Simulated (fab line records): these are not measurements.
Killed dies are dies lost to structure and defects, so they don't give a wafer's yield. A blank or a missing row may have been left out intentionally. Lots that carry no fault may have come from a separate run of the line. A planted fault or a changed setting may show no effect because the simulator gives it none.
Chamber matching | flow berkeley cmos170 | cmp-02 running UCB170_V1_CMP_02: 4 sister chambers
The step polishes SiO2. 8 wafers are shown with their chamber, then 9 later ones without.

## EACH WAFER AND ITS CHAMBER
wafer  | chamber | motor current A (A) | platen rpm (rpm)
L685.6 | 2       | 16.6                | 60.02
L683.5 | 3       | 14.1                | 60.08
L689.6 | 1       | 12.9                | 60.05
L690.2 | 3       | 14.4                | 59.99
L690.6 | 0       | 18.5                | 59.97
L692.1 | 2       | 16.6                | 59.95
L692.5 | 0       | 18.8                | 60.00
L692.6 | 1       | 13.2                | 59.96

## WAFERS WHOSE CHAMBER IS MISSING
wafer  | motor current A (A) | platen rpm (rpm)
L695.4 | 18.2                | 60.00
L695.5 | 18.1                | 59.97
L695.6 | 13.9                | 59.90
L700.2 | 13.3                | 59.94
L700.4 | 16.4                | 60.02
L700.6 | 18.3                | 59.99
L702.1 | 17.6                | 59.99
L702.2 | 14.9                | 60.04
L702.5 | 14.9                | 60.12

## CHAMBER TAKEN BY EACH
wafer  | from the rows above     | in truth
L695.4 | 0                       | 0
L695.5 | 0                       | 0
L695.6 | can't be placed: 3 or 1 | 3
L700.2 | 1                       | 1
L700.4 | 2                       | 2
L700.6 | 0                       | 0
L702.1 | can't be placed: 2 or 0 | 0
L702.2 | 3                       | 3
L702.5 | 3                       | 3
Placed correctly: 7 of 9. Can't be placed from these rows: 2 (the true chamber is among the candidates in 2). Number placed wrongly: 0.
How it was worked out, from the rows above alone: a wafer's distance from a chamber is the root of the sum, over the readings, of the square of ((its reading less the chamber's mean) divided by the reading's scatter). If the next closest chamber is less than 2 further off than the closest, the wafer can't be placed; otherwise it belongs to the closest. The mean given for a chamber averages the wafers shown for that chamber. The scatter is the square root of a quotient: the sum, over the shown wafers, of each reading's squared deviation from its chamber's mean, divided by wafers minus chambers.
